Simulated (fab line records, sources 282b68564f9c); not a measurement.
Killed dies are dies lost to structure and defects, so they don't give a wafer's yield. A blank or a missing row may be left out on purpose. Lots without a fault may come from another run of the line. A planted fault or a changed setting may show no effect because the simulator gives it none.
fab line records | flow rit_cmos
record lots=7 wafers=21 last_day=7
route steps=202 shown CONTACT@172 M1@184
lots that met no fault: from a run of the same line without faults
start_h: hours from the record's first day to the start of the lot's first wafer shown | wait_h: hours since the lot's step before | " the same as in the row above | L1.1+2: a row that stands for several wafers | - no value, or no start given | * or withheld: withheld | < > ~ a bound
route shown NAME@n: a module of which the file shows steps, and the number in the route of the first | usual: mean/standard deviation of fault-free wafers | same: alike in all rows | chamber/n: place in a boat | sites: the reading at each site | _std_site: their standard deviation | _edge_site: outer sites' mean less inner sites' | radius_mm: how far each site lies from the wafer's centre | mask NAME#n: copy n | behind: the tool/chamber that last shaped the wafer | hold: why the lot was held/for how many hours/how that ended | device: the transistor (n, p or np) that didn't switch | end of line: the same wafers' tests at the end of the route | a step without rows: its recipe alone | killed: dies lost to structure and defects at the first sort, not the wafer's yield | map: a wafer's dies, x killed, . not, _ none there
set.NAME: the setting as run; set.NAME@STEP: as run at that earlier step | model.NAME: the simulator's own value behind a step, which no gauge read
lots at some steps of the route; a table a step, a row a wafer
services: from which hour (start_h, from the record's first day; less than 0 if before it) a tool's chamber was out of use, for how many hours, and why
## steps
# step RIT_CONTACT_SOFTBAKE_04
# recipe resist=NOVOLAK temp_c=90 time_s=60
# step RIT_CONTACT_EXPOSE_05
# recipe mask_id=M11 na=0.6 source_shape=conventional sigma_outer=0.5 target_cd_nm=1000 dose_mj=250
# step RIT_CONTACT_PEB_06
# recipe resist=NOVOLAK temp_c=withheld time_s=withheld
# step RIT_CONTACT_DEVELOP_07
# recipe resist=NOVOLAK develop_time_s=120 dev_temp_c=23
# step RIT_CONTACT_CD_MEAS_08
# recipe target_cd_nm=1000
# usual cd_nm=999.3/2.3
# columns lot.wafer tool chamber start_h wait_h cd_nm
L372.1 cd_sem-01 - 104.76 - 994.3
L372.3 " - " " 996.5
L372.4 " - " " 995.7
L373.2 cd_sem-01 - 107.78 - 999.5
L373.5 " - " " 998.7
L373.6 " - " " 998.4
L374.1 cd_sem-02 - 113.72 - 999.5
L374.3 " - " " 998.9
L374.5 " - " " 997.5
L375.2 cd_sem-02 - 117.11 - 1002.9
L375.4 " - " " 1000.4
L375.6 " - " " 999.6
L379.3 cd_sem-01 - 137.97 - 998.2
L379.4 " - " " 999.8
L379.5 " - " " 997.3
L380.3 cd_sem-01 - 139.12 - 1000.4
L380.4 " - " " 996.8
L380.6 " - " " 999.9
L382.1 cd_sem-01 - 153.47 - 998.7
L382.3 " - " " 999.2
L382.5 " - " " 997.4
# step RIT_CONTACT_OVL_MEAS_09
# usual CONTACT_OVL=-0.8/1.4
# columns lot.wafer tool chamber start_h wait_h CONTACT_OVL[nm]
L372.1 overlay-02 - 104.88 0.1 -0.4
L372.3 " - " " -0.1
L372.4 " - " " -0.9
L373.2 overlay-01 - 107.88 0.1 0.1
L373.5 " - " " 0.4
L373.6 " - " " 2.5
L374.1 overlay-02 - 113.84 0.1 1.7
L374.3 " - " " 2.0
L374.5 " - " " 1.3
L375.2 overlay-01 - 117.22 0.1 0.7
L375.4 " - " " 0.5
L375.6 " - " " 0.7
L379.3 overlay-02 - 138.07 0.1 -2.0
L379.4 " - " " -1.8
L379.5 " - " " 0.3
L380.3 overlay-02 - 139.21 0.1 -0.9
L380.4 " - " " 1.2
L380.6 " - " " 0.5
L382.1 overlay-01 - 153.59 0.1 -1.8
L382.3 " - " " -2.9
L382.5 " - " " -1.3
# step RIT_CONTACT_HARDBAKE_10
# recipe resist=NOVOLAK temp_c=140 time_s=60
# step RIT_CONTACT_ETCH_11
# recipe target_depth_a=4800 over_etch_frac=0.2 stop_on=TiSi2 chemistry=CHF3/CF4/Ar target=SiO2 CHF3_flow_sccm=50 cf4_flow_sccm=10 Ar_flow_sccm=100 O2_flow_sccm=5 pressure_mtorr=100 rf_w=200 time_s=320
# usual drypump_motor_current_A=5.8/0.48 mfc_ar_sccm=100.00/0.29 oes_product_au=0.988/0.018 throttle_valve_pct=8.82/0.16
# columns lot.wafer tool chamber start_h wait_h drypump_motor_current_A mfc_ar_sccm oes_product_au rf_hours_counter_h throttle_valve_pct
L372.1 rie_diel-02 3 105.07 0.1 5.5 100.45 0.987 132 8.81
L372.3 " 0 " " 4.9 99.99 0.956 6 8.54
L372.4 " 1 " " 6.3 99.82 0.959 25 8.96
L373.2 rie_diel-03 2 108.06 0.1 6.0 100.33 0.998 28 8.86
L373.5 " 2 " " 6.0 99.61 0.997 - 8.84
L373.6 " 3 " " 6.1 100.03 0.975 - 8.58
L374.1 rie_diel-04 1 114.02 0.1 5.6 100.29 0.983 133 9.12
L374.3 " 3 " " 6.7 99.82 1.005 86 8.76
L374.5 " 1 " " 5.6 100.25 0.983 - 9.09
L375.2 rie_diel-04 3 117.46 0.1 6.7 100.49 1.006 87 8.75
L375.4 " 1 " " 5.6 100.17 0.978 134 9.12
L375.6 " 3 " " 6.7 99.66 1.003 - 8.73
L379.3 rie_diel-02 3 138.24 0.1 5.5 100.07 0.987 133 8.82
L379.4 " 0 " " 4.9 100.65 0.961 7 8.54
L379.5 " 1 " " 6.3 100.33 0.954 - 8.97
L380.3 rie_diel-03 2 139.39 0.1 6.0 99.41 0.999 29 8.85
L380.4 " 1 " " 5.8 99.91 0.999 5 8.71
L380.6 " 2 " " 6.0 99.94 1.005 - 8.86
L382.1 rie_diel-02 1 153.77 0.1 6.3 100.29 0.962 25 8.96
L382.3 " 3 " " 5.5 100.06 0.982 133 8.81
L382.5 " 0 " " 5.0 99.71 0.952 - 8.55
# step RIT_CONTACT_STRIP_12
# recipe chemistry=O2 time_s=180 resist=NOVOLAK platen_temp_c=withheld power_w=500 pressure_mtorr=4000 o2_flow_sccm=4000
# usual drypump_motor_current_A=5.7/0.34
# columns lot.wafer tool chamber start_h wait_h drypump_motor_current_A rf_hours_counter_h
L372.1 plasma_asher-03 0 105.26 0.1 5.5 44
L372.3 " 0 " " 5.5 -
L372.4 " 1 " " 6.0 -
L373.2 plasma_asher-03 1 108.26 0.1 6.0 45
L373.5 " 1 " " 6.0 -
L373.6 " 0 " " 5.5 -
L374.1 plasma_asher-02 1 114.22 0.1 6.0 49
L374.3 " 0 " " 5.2 -
L374.5 " 0 " " 5.2 -
L375.2 plasma_asher-04 0 117.66 0.1 5.5 33
L375.4 " 1 " " 6.1 -
L375.6 " 0 " " 5.5 -
L379.3 plasma_asher-03 0 138.49 0.2 5.5 -
L379.4 " 1 " " 6.0 -
L379.5 " 1 " " 6.0 -
L380.3 plasma_asher-04 0 139.64 0.2 5.5 -
L380.4 " 1 " " 6.1 -
L380.6 " 0 " " 5.5 -
L382.1 plasma_asher-02 0 153.97 0.1 5.2 53
L382.3 " 1 " " 6.1 -
L382.5 " 0 " " 5.2 -
# step RIT_CONTACT_CD_MEAS_90
# recipe target_cd_nm=1000
# usual cd_nm=999.3/2.4
# columns lot.wafer tool chamber start_h wait_h cd_nm
L372.1 cd_sem-02 - 105.44 0.1 994.2
L372.3 " - " " 997.1
L372.4 " - " " 995.7
L373.2 cd_sem-01 - 108.45 0.1 1000.2
L373.5 " - " " 999.0
L373.6 " - " " 998.1
L374.1 cd_sem-01 - 114.39 0.1 999.0
L374.3 " - " " 998.6
L374.5 " - " " 996.7
L375.2 cd_sem-01 - 117.85 0.1 1003.7
L375.4 " - " " 1000.2
L375.6 " - " " 999.8
L379.3 cd_sem-02 - 138.65 0.1 997.6
L379.4 " - " " 1000.2
L379.5 " - " " 997.1
L380.3 cd_sem-01 - 139.80 0.1 1000.5
L380.4 " - " " 996.9
L380.6 " - " " 1000.1
L382.1 cd_sem-02 - 154.14 0.1 998.5
L382.3 " - " " 999.1
L382.5 " - " " 997.5
# step RIT_CONTACT_CLEAN_13
# recipe chemistry=SC1 mix=3:3:50 time_s=600 temp_c=75
# step RIT_CONTACT_CLEAN_14
# recipe chemistry=SC2 mix=3:3:50 time_s=600 temp_c=75 dry=n2_spin
# step RIT_M1_SPUTTER_00
# recipe material=Al target_thk_nm=400 power_w=2000 chamber_pressure_pa=0.4 gas=Ar time_s=500 substrate_temp_c=25
# usual cathode_dc_power_W=1999.9/0.36 chamber_pressure_pa=0.4000/0.00076 throttle_valve_pct=30.1/0.58
# columns lot.wafer tool chamber start_h wait_h cathode_dc_power_W chamber_pressure_pa throttle_valve_pct
L372.1 pvd_sputter-03 - 105.91 0.0 - - -
L372.3 " - " " - - -
L372.4 " - " " - - -
L373.2 pvd_sputter-02 - 108.90 0.0 - - -
L373.5 " - " " - - -
L373.6 " - " " - - -
L374.1 pvd_sputter-03 - 114.86 0.0 - - -
L374.3 " - " " - - -
L374.5 " - " " - - -
L375.2 pvd_sputter-02 - 118.30 0.0 2000.0 0.3989 29.3
L375.4 " - " " 1999.2 0.3998 30.6
L375.6 " - " " 2000.0 0.3997 30.0
L379.3 pvd_sputter-02 - 139.10 0.0 2000.3 0.3995 29.0
L379.4 " - " " 2000.6 0.4014 29.5
L379.5 " - " " 1999.9 0.3997 30.0
L380.3 pvd_sputter-03 - 140.23 0.0 2000.4 0.4004 30.1
L380.4 " - " " 2000.0 0.4015 30.1
L380.6 " - " " 1999.3 0.3987 29.6
L382.1 pvd_sputter-03 - 154.65 0.0 1999.7 0.3998 30.1
L382.3 " - " " 2000.0 0.3998 30.3
L382.5 " - " " 1999.9 0.3989 30.4
# step RIT_M1_RS_MEAS_01
# recipe thk_meas_gauge=four-point-probe reads=Al_of_M1_SPUTTER_00
# usual M1_AL_RS=0.0731/0.00081
# columns lot.wafer tool chamber start_h wait_h M1_AL_RS[ohm/sq]
L372.1 film_metro-02 - 106.20 0.1 -
L372.3 " - " " -
L372.4 " - " " -
L373.2 film_metro-04 - 109.22 0.2 -
L373.5 " - " " -
L373.6 " - " " -
L374.1 film_metro-02 - 115.15 0.1 -
L374.3 " - " " -
L374.5 " - " " -
L375.2 film_metro-04 - 118.62 0.2 0.0729
L375.4 " - " " 0.0729
L375.6 " - " " 0.0728
L379.3 film_metro-03 - 139.43 0.2 0.0743
L379.4 " - " " 0.0742
L379.5 " - " " 0.0737
L380.3 film_metro-02 - 140.56 0.2 0.0731
L380.4 " - " " 0.0730
L380.6 " - " " 0.0731
L382.1 film_metro-04 - 154.94 0.1 0.0726
L382.3 " - " " 0.0735
L382.5 " - " " 0.0728
# step RIT_M1_THK_MEAS_02
# recipe thk_meas_gauge=xrf reads=Al_of_M1_SPUTTER_00
# usual M1_AL_THK=400/4.6
# columns lot.wafer tool chamber start_h wait_h M1_AL_THK[nm]
L372.1 film_metro-02 - 106.32 0.1 <0
L372.3 " - " " <0
L372.4 " - " " <0
L373.2 film_metro-04 - 109.33 0.1 <0
L373.5 " - " " <0
L373.6 " - " " <0
L374.1 film_metro-02 - 115.27 0.1 <0
L374.3 " - " " <0
L374.5 " - " " <0
L375.2 film_metro-04 - 118.73 0.1 403
L375.4 " - " " 399
L375.6 " - " " 404
L379.3 film_metro-03 - 139.53 0.1 396
L379.4 " - " " 396
L379.5 " - " " 398
L380.3 film_metro-02 - 140.66 0.1 397
L380.4 " - " " 397
L380.6 " - " " 399
L382.1 film_metro-04 - 155.06 0.1 403
L382.3 " - " " 399
L382.5 " - " " 402
# step RIT_M1_HMDS_03
# recipe prime_time_s=60 prime_temp_c=140
# step RIT_M1_COAT_04
# recipe resist=NOVOLAK spin_rpm=2000 resist_thk_nm=1300
# step RIT_M1_SOFTBAKE_05
# recipe resist=NOVOLAK temp_c=90 time_s=60
# step RIT_M1_EXPOSE_06
# recipe mask_id=M12 na=0.6 source_shape=conventional sigma_outer=0.5 target_cd_nm=2600 dose_mj=250
# step RIT_M1_PEB_07
# recipe resist=NOVOLAK temp_c=withheld time_s=withheld
# step RIT_M1_DEVELOP_08
# recipe resist=NOVOLAK develop_time_s=68 dev_temp_c=23
# step RIT_M1_CD_MEAS_09
# recipe target_cd_nm=2600
# usual cd_nm=2600.0/2.4
# columns lot.wafer tool chamber start_h wait_h cd_nm
L372.1 cd_sem-02 - 107.43 - 2602.6
L372.3 " - " " 2601.4
L372.4 " - " " 2599.3
L373.2 cd_sem-01 - 110.40 - 2602.3
L373.5 " - " " 2601.5
L373.6 " - " " 2602.4
L374.1 cd_sem-01 - 116.34 - 2596.2
L374.3 " - " " 2597.5
L374.5 " - " " 2596.2
L375.2 cd_sem-02 - 119.68 - 2599.6
L375.4 " - " " 2597.5
L375.6 " - " " 2597.9
L379.3 cd_sem-02 - 140.61 - 2597.9
L379.4 " - " " 2598.9
L379.5 " - " " 2597.2
L380.3 cd_sem-01 - 141.62 - 2602.3
L380.4 " - " " 2601.0
L380.6 " - " " 2600.7
L382.1 cd_sem-02 - 156.13 - 2602.2
L382.3 " - " " 2602.1
L382.5 " - " " 2603.5
# step RIT_M1_OVL_MEAS_10
# usual M1_OVL=0.5/1.5
# columns lot.wafer tool chamber start_h wait_h M1_OVL[nm]
L372.1 overlay-02 - 107.55 0.1 0.9
L372.3 " - " " -1.1
L372.4 " - " " 0.7
L373.2 overlay-01 - 110.51 0.1 0.1
L373.5 " - " " 3.1
L373.6 " - " " 1.7
L374.1 overlay-01 - 116.46 0.1 0.6
L374.3 " - " " 0.2
L374.5 " - " " -3.1
L375.2 overlay-01 - 119.78 0.1 1.0
L375.4 " - " " -1.7
L375.6 " - " " -1.4
L379.3 overlay-02 - 140.71 0.1 -2.0
L379.4 " - " " -1.6
L379.5 " - " " 0.5
L380.3 overlay-02 - 141.71 0.1 2.8
L380.4 " - " " 2.6
L380.6 " - " " 1.5
L382.1 overlay-01 - 156.25 0.1 -1.7
L382.3 " - " " -2.2
L382.5 " - " " -1.5
# step RIT_M1_HARDBAKE_11
# recipe resist=NOVOLAK temp_c=140 time_s=120
# step RIT_M1_METAL_ETCH_12
# recipe stop_on=SiO2 chemistry=Cl2/BCl3 target=Al time_s=165 over_etch_frac=0.5 pressure_mtorr=100 target_depth_a=6000 rf_w=250 Cl2_flow_sccm=60 bcl3_flow_sccm=50
# usual drypump_motor_current_A=5.4/0.33 he_backside_leak_sccm=3.40/0.2 oes_product_au=0.779/0.012 throttle_valve_pct=8.25/0.13
# columns lot.wafer tool chamber start_h wait_h drypump_motor_current_A he_backside_leak_sccm oes_product_au rf_hours_counter_h throttle_valve_pct
L372.1 rie_metal-04 0 107.84 0.2 5.8 3.41 0.327 3 8.41
L372.3 " 0 " " 5.8 3.55 0.331 - 8.43
L372.4 " 1 " " 5.4 3.41 0.326 - 8.31
L373.2 rie_metal-03 1 110.79 0.2 5.6 3.43 0.330 1 8.42
L373.5 " 1 " " 5.6 3.26 0.332 - 8.40
L373.6 " 0 " " 4.9 2.95 0.345 - 8.31
L374.1 rie_metal-01 0 116.92 0.2 5.7 2.88 0.349 33 8.04
L374.3 " 1 " " 5.2 3.67 0.333 - 8.37
L374.5 " 1 " " 5.2 3.54 0.335 - 8.37
L375.2 rie_metal-04 0 120.06 0.2 5.8 3.58 0.778 3 8.34
L375.4 " 0 " " 5.8 3.77 0.770 - 8.35
L375.6 " 0 " " 5.9 3.78 0.782 - 8.36
L379.3 rie_metal-03 1 141.03 0.2 5.6 3.23 0.768 - 8.34
L379.4 " 0 " " 4.8 3.19 0.787 - 8.23
L379.5 " 1 " " 5.6 3.34 0.770 - 8.36
L380.3 rie_metal-04 1 142.04 0.2 5.3 3.29 0.764 - 8.26
L380.4 " 0 " " 5.9 3.73 0.771 - 8.35
L380.6 " 0 " " 5.9 3.76 0.779 - 8.35
L382.1 rie_metal-01 1 156.83 0.2 5.2 3.58 0.790 0 8.31
L382.3 " 1 " " 5.2 3.67 0.776 - 8.30
L382.5 " 1 " " 5.2 3.69 0.787 - 8.30
# step RIT_M1_STRIP_13
# recipe chemistry=nmp resist=NOVOLAK temp_c=80 time_s=600 dry=n2_spin
# step RIT_M1_PROBE_99
# usual defect_limited_yield=97.4/1.2 killed_at_M0_to_M3=0.0/0.12 killed_at_contacts=0.1/0.27 killed_at_front_end=7/3.1 killed_dies=7/3.1 killed_on_rim=1.8/1.5 killed_open=3.3/2.1 killed_short=3.5/2 sort_bin_3_pad_short=0.1/0.21 sort_bin_5_function=1.5/0.83 sort_bin_6_memory=1.0/0.65 sort_n_pass=257/3.1 sort_yield_pct=97.4/1.2
# same gross_dies=264 killed_at_M4_up=0 killed_at_back_side=0 killed_at_other=0
# columns lot.wafer tool chamber start_h wait_h defect_limited_yield[%] killed_at_M0_to_M3 killed_at_contacts killed_at_front_end killed_dies killed_on_rim killed_open killed_short sort_bin_3_pad_short[%] sort_bin_5_function[%] sort_bin_6_memory[%] sort_n_pass sort_yield_pct[%]
L372.1 prober-01 - 110.09 0.1 0 263 0 1 264 70 0 1 25.4 72.3 2.3 0 0
L372.3 prober-01 - 110.19 0.2 0 263 0 1 264 70 0 1 26.9 71.2 1.9 0 0
L372.4 prober-01 - 110.24 0.2 0 264 0 0 264 70 0 0 22.0 74.2 3.8 0 0
L373.2 prober-02 - 113.12 0.1 0 261 0 3 264 70 0 3 22.0 75.0 3.0 0 0
L373.5 prober-02 - 113.27 0.2 0 263 0 1 264 70 1 0 25.0 71.6 3.4 0 0
L373.6 prober-02 - 113.32 0.2 0 263 0 1 264 70 0 1 20.5 76.5 3.0 0 0
L374.1 prober-01 - 119.18 0.1 0 262 0 2 264 70 2 0 24.2 72.3 3.4 0 0
L374.3 prober-01 - 119.28 0.2 0 263 0 1 264 70 1 0 24.6 72.3 3.0 0 0
L374.5 prober-01 - 119.38 0.2 0 263 0 1 264 70 1 0 24.6 71.6 3.8 0 0
L375.2 prober-02 - 122.37 0.1 96.6 0 0 9 9 1 5 4 0 2.7 0.8 255 96.6
L375.4 prober-02 - 122.47 0.2 98.9 0 1 2 3 1 3 0 0 0.8 0.4 261 98.9
L375.6 prober-02 - 122.57 0.2 97.0 0 0 8 8 2 5 3 0 1.9 1.1 256 97.0
L379.3 prober-02 - 143.33 0.2 98.5 0 0 4 4 2 3 1 0 0.8 0.8 260 98.5
L379.4 prober-02 - 143.38 0.2 94.7 0 1 13 14 2 5 9 0 3.4 1.9 250 94.7
L379.5 prober-02 - 143.43 0.2 97.7 0 0 6 6 1 3 3 0 1.5 0.8 258 97.7
L380.3 prober-01 - 144.83 0.2 94.3 0 0 15 15 4 7 8 0 3.8 1.9 249 94.3
L380.4 prober-01 - 144.88 0.2 97.3 0 0 7 7 3 4 3 0 2.3 0.4 257 97.3
L380.6 prober-01 - 144.98 0.2 96.6 0 0 9 9 3 4 5 0 2.3 1.1 255 96.6
L382.1 prober-01 - 159.09 0.1 97.3 0 0 7 7 1 2 5 0.4 2.3 0 257 97.3
L382.3 prober-01 - 159.19 0.2 97.0 0 0 8 8 2 3 5 0 2.3 0.8 256 97.0
L382.5 prober-01 - 159.29 0.2 96.6 0 0 9 9 5 3 6 0.8 2.3 0.4 255 96.6
# killed by level:class
L372.1 M1:lost_pattern=262 SILICIDE:geometric_particle:short=1 M1:area_sputter=1
L372.3 M1:lost_pattern=262 SILICIDE:geometric_particle:short=1 M1:area_sputter=1
L372.4 M1:lost_pattern=264
L373.2 M1:lost_pattern=260 FOX2:geometric_particle:short=1 GATE:geometric_particle:short=1 REOX:geometric_particle:short=1 M1:area_sputter=1
L373.5 M1:lost_pattern=258 M1:area_sputter=5 REOX:geometric_particle:open=1
L373.6 M1:lost_pattern=262 SPACER:geometric_particle:short=1 M1:area_sputter=1
L374.1 M1:lost_pattern=260 M1:area_sputter=2 FOX1:geometric_particle:open=1 GATE:geometric_particle:open=1
L374.3 M1:lost_pattern=263 FOX2:geometric_particle:open=1
L374.5 M1:lost_pattern=263 GATE:geometric_particle:open=1
L375.2 GATE:geometric_particle:open=3 SILICIDE:geometric_particle:open=2 SILICIDE:geometric_particle:short=2 FOX1:geometric_particle:short=1 REOX:geometric_particle:short=1
L375.4 GATE:geometric_particle:open=1 REOX:geometric_particle:open=1 CONTACT:geometric_particle:open=1
L375.6 GATE:geometric_particle:open=4 FOX1:geometric_particle:open=1 GATE:geometric_particle:short=1 SPACER:geometric_particle:short=1 SILICIDE:geometric_particle:short=1
L379.3 FOX1:geometric_particle:short=1 GATE:geometric_particle:open=1 REOX:geometric_particle:open=1 SPACER:geometric_particle:open=1
L379.4 GATE:geometric_particle:short=6 GATE:geometric_particle:open=3 FOX1:geometric_particle:short=1 REOX:geometric_particle:short=1 SPACER:geometric_particle:open=1 SILICIDE:geometric_particle:short=1 CONTACT:geometric_particle:open=1
L379.5 GATE:geometric_particle:open=2 GATE:geometric_particle:short=1 REOX:geometric_particle:short=1 SPACER:geometric_particle:open=1 SILICIDE:geometric_particle:short=1
L380.3 GATE:geometric_particle:short=6 GATE:geometric_particle:open=5 SPACER:geometric_particle:open=2 SPACER:geometric_particle:short=1 SILICIDE:geometric_particle:short=1
L380.4 GATE:geometric_particle:open=2 FOX1:geometric_particle:open=1 GATE:geometric_particle:short=1 REOX:geometric_particle:short=1 SPACER:geometric_particle:open=1 SILICIDE:geometric_particle:short=1
L380.6 SPACER:geometric_particle:short=3 GATE:geometric_particle:short=2 FOX1:geometric_particle:open=1 FOX2:geometric_particle:open=1 GATE:geometric_particle:open=1 REOX:geometric_particle:open=1
L382.1 FOX1:geometric_particle:short=2 FOX2:geometric_particle:short=1 GATE:geometric_particle:short=1 REOX:geometric_particle:open=1 SILICIDE:geometric_particle:open=1 SILICIDE:geometric_particle:short=1
L382.3 REOX:geometric_particle:short=2 SPACER:geometric_particle:open=2 FOX1:geometric_particle:short=1 GATE:geometric_particle:short=1 REOX:geometric_particle:open=1 SILICIDE:geometric_particle:short=1
L382.5 FOX1:geometric_particle:short=2 FOX2:geometric_particle:open=2 GATE:geometric_particle:short=2 GATE:geometric_particle:open=1 REOX:geometric_particle:short=1 SILICIDE:geometric_particle:short=1
# map L372.1 (x killed, . not)
________xxxxxxx_______
_____xxxxxxxxxxxxx____
____xxxxxxxxxxxxxxx___
___xxxxxxxxxxxxxxxxx__
__xxxxxxxxxxxxxxxxxxx_
__xxxxxxxxxxxxxxxxxxx_
_xxxxxxxxxxxxxxxxxxxxx
_xxxxxxxxxxxxxxxxxxxxx
_xxxxxxxxxxxxxxxxxxxxx
_xxxxxxxxxxxxxxxxxxxxx
__xxxxxxxxxxxxxxxxxxx_
__xxxxxxxxxxxxxxxxxxx_
___xxxxxxxxxxxxxxxxx__
____xxxxxxxxxxxxxxx___
_____xxxxxxxxxxxxx____
________xxxxxxx_______
# map L373.2 (x killed, . not)
________xxxxxxx_______
_____xxxxxxxxxxxxx____
____xxxxxxxxxxxxxxx___
___xxxxxxxxxxxxxxxxx__
__xxxxxxxxxxxxxxxxxxx_
__xxxxxxxxxxxxxxxxxxx_
_xxxxxxxxxxxxxxxxxxxxx
_xxxxxxxxxxxxxxxxxxxxx
_xxxxxxxxxxxxxxxxxxxxx
_xxxxxxxxxxxxxxxxxxxxx
__xxxxxxxxxxxxxxxxxxx_
__xxxxxxxxxxxxxxxxxxx_
___xxxxxxxxxxxxxxxxx__
____xxxxxxxxxxxxxxx___
_____xxxxxxxxxxxxx____
________xxxxxxx_______
## services
# columns tool chamber start_h hours kind
rie_diel-04 1 82.63 4.9 repair
pvd_sputter-02 - 85.12 10.3 repair
plasma_asher-02 - 128.81 0.6 repair
plasma_asher-03 - 131.59 4.5 repair
pvd_sputter-03 - 133.95 0.5 repair
rie_metal-01 - 136.12 20.0 pm
rie_metal-01 0 136.12 20.0 vent_cycle
rie_metal-01 1 136.12 20.0 vent_cycle
rie_diel-04 - 145.20 1.9 repair
rie_metal-01 0 156.12 - clean
rie_metal-01 1 156.12 - clean
## key
first_sign step=RIT_M1_SPUTTER_00 reading=tool_record direction=missing
effect step=RIT_M1_RS_MEAS_01 reading=M1_AL_RS direction=missing
effect step=RIT_M1_THK_MEAS_02 reading=M1_AL_THK direction=down sigmas=87 usual=400 struck=<0
effect step=RIT_M1_METAL_ETCH_12 reading=oes_product_au direction=down sigmas=37 usual=0.779 struck=0.334
effect step=RIT_M1_PROBE_99 reading=killed_at_M0_to_M3 direction=up sigmas=99+ usual=0.0 struck=262.8
met_at RIT_M1_SPUTTER_00
struck_wafers L372.1,L372.3,L372.4,L373.2,L373.5,L373.6,L374.1,L374.3,L374.5
later_rows_left_out L372.1,L372.3,L372.4,L373.2,L373.5,L373.6,L374.1,L374.3,L374.5
fault kind=skipped_step_whole tool=pvd_sputter-02,pvd_sputter-03 chamber=- onset_h=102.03 steps=RIT_M1_SPUTTER_00 scope=struck_lots_only
# later_rows_left_out: the simulator's readings of these wafers behind a module that went badly wrong aren't trusted and aren't shown, but for the sort
